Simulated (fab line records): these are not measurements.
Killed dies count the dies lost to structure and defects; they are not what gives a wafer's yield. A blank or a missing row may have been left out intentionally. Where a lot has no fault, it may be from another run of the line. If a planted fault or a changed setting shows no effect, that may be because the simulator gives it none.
Lot-split experiment + flow berkeley-cmos170 + 23 wafers read across 5 lots, on a route 331 steps long

SPLIT DETAILS
At UCB170_M3_SPUTTER_01 (material Al, target thk 900 nm, time 120 s), the setting power-w was moved away from the recipe's 6000 W on 9 of the 23 wafers read, by -11.9% to +11.4%. This setting was run at the recipe's value on the other wafers.

FROM THE SPLIT TO THE READING: what the file shows between them, 1 step
- UCB170_M3_RS_MEAS_02: measures by four-point-probe

THE READING
M3_AL_THK, in nm, at UCB170_M3_THK_MEAS_03 (measures by xrf). Typical for fault-free wafers on this fab line: 887 nm, with standard deviation 9.2 nm.

| wafer  | tool, chamber at the split | power-w as run, W | against the recipe | M3_AL_THK, nm | against lot-mates on the recipe |
|--------|----------------------------|-------------------|--------------------|---------------|---------------------------------|
| L076.1 | pvd-sputter-01, -          | 6545              | +9.1%              | 951           | +69                             |
| L076.2 | pvd-sputter-01, -          | 6000              | recipe             | 882           | -                               |
| L076.3 | pvd-sputter-01, -          | 6000              | recipe             | 882           | -                               |
| L076.4 | pvd-sputter-01, -          | 6545              | +9.1%              | 954           | +72                             |
| L076.5 | pvd-sputter-01, -          | 6545              | +9.1%              | 959           | +77                             |
| L077.2 | pvd-sputter-02, -          | 6000              | recipe             | 881           | -                               |
| L077.3 | pvd-sputter-02, -          | 6000              | recipe             | 883           | -                               |
| L077.4 | pvd-sputter-02, -          | 6685              | +11.4%             | 975           | +93                             |
| L077.5 | pvd-sputter-02, -          | 6000              | recipe             | 883           | -                               |
| L077.6 | pvd-sputter-02, -          | 6685              | +11.4%             | 985           | +103                            |
| L078.2 | pvd-sputter-02, -          | 6000              | recipe             | 897           | -                               |
| L078.3 | pvd-sputter-02, -          | 6000              | recipe             | 883           | -                               |
| L078.4 | pvd-sputter-02, -          | 5288              | -11.9%             | 798           | -89                             |
| L078.5 | pvd-sputter-02, -          | 6000              | recipe             | 880           | -                               |
| L078.6 | pvd-sputter-02, -          | 5288              | -11.9%             | 790           | -97                             |
| L081.2 | pvd-sputter-01, -          | 6000              | recipe             | 911           | -                               |
| L081.3 | pvd-sputter-01, -          | 6000              | recipe             | 898           | -                               |
| L081.6 | pvd-sputter-01, -          | 6000              | recipe             | 898           | -                               |
| L080.1 | pvd-sputter-02, -          | 5299              | -11.7%             | 787           | -96                             |
| L080.2 | pvd-sputter-02, -          | 5299              | -11.7%             | 787           | -96                             |
| L080.3 | pvd-sputter-02, -          | 6000              | recipe             | 883           | -                               |
| L080.4 | pvd-sputter-02, -          | 6000              | recipe             | 884           | -                               |
| L080.6 | pvd-sputter-02, -          | 6000              | recipe             | 882           | -                               |

THE FIT
A straight line over all 23 wafers: M3_AL_THK changes by +8.01 nm for each +1% of power-w; r = +0.99; the points scatter about the line by 8.3 nm.
The same after taking each lot's own level away (the mean of its wafers on the recipe; 23 wafers): +8.14 nm for each +1%; r = +1.00; scatter 4.7 nm.
On that fit, the largest move of power-w shifts the reading by 97 nm.
The lots' own levels span 882.0 to 902.3 nm, that is 2.2 times the standard deviation above.
Hence the lot-to-lot level has little effect on the slope; both slopes agree.
Check: -97.7 nm against its lot-mates is what the line predicts for one of the wafers moved furthest among these (-11.9%) when that wafer is left out of the fit. Against them it came out at -88.7 nm.

THESE WAFERS: OTHER SPLITS
Note: prior to the reading, these wafers also went through further splits. Each is held against what the fit with the lots' levels taken away leaves over:
| other split on the same wafers  | wafers away from the commonest value | r with M3_AL_THK (lot level and that fit taken away) |
|---------------------------------|--------------------------------------|------------------------------------------------------|
| UCB170_NSD_EXPOSE_03 dose-mj    | 5                                    | +0.08                                                |
| UCB170_M1_COAT_04 resist-thk-nm | 8                                    | +0.00                                                |
| UCB170_V1_EXPOSE_09 dose-mj     | 7                                    | -0.02                                                |
| UCB170_M2_SPUTTER_01 time-s     | 9                                    | +0.01                                                |
| UCB170_V2_COAT_07 resist-thk-nm | 5                                    | +0.15                                                |
| UCB170_V2_SOFTBAKE_08 time-s    | 2                                    | -0.39                                                |

THE WHOLE CHAIN: every reading that the file lists as answering this split, in the file's order
| step                  | what it does                               | reading                                                                     | change (the file's fit)               | r (the file's) |
|-----------------------|--------------------------------------------|-----------------------------------------------------------------------------|---------------------------------------|----------------|
| UCB170_M3_SPUTTER_01  | material Al, target thk 900 nm, time 120 s | Al_of_M3_SPUTTER_01.thk-nm (the simulator's own value, which no gauge read) | +8.31 nm for each +1% of the setting  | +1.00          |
| UCB170_M3_RS_MEAS_02  | measures by four-point-probe               | M3_AL_RS                                                                    | -0.000311 for each +1% of the setting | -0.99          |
| UCB170_M3_THK_MEAS_03 | measures by xrf                            | M3_AL_THK                                                                   | +8.16 for each +1% of the setting     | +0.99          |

THE FILE'S OWN FIT
M3_AL_THK changes by +8.16 nm for each +1% of power-w, r = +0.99.
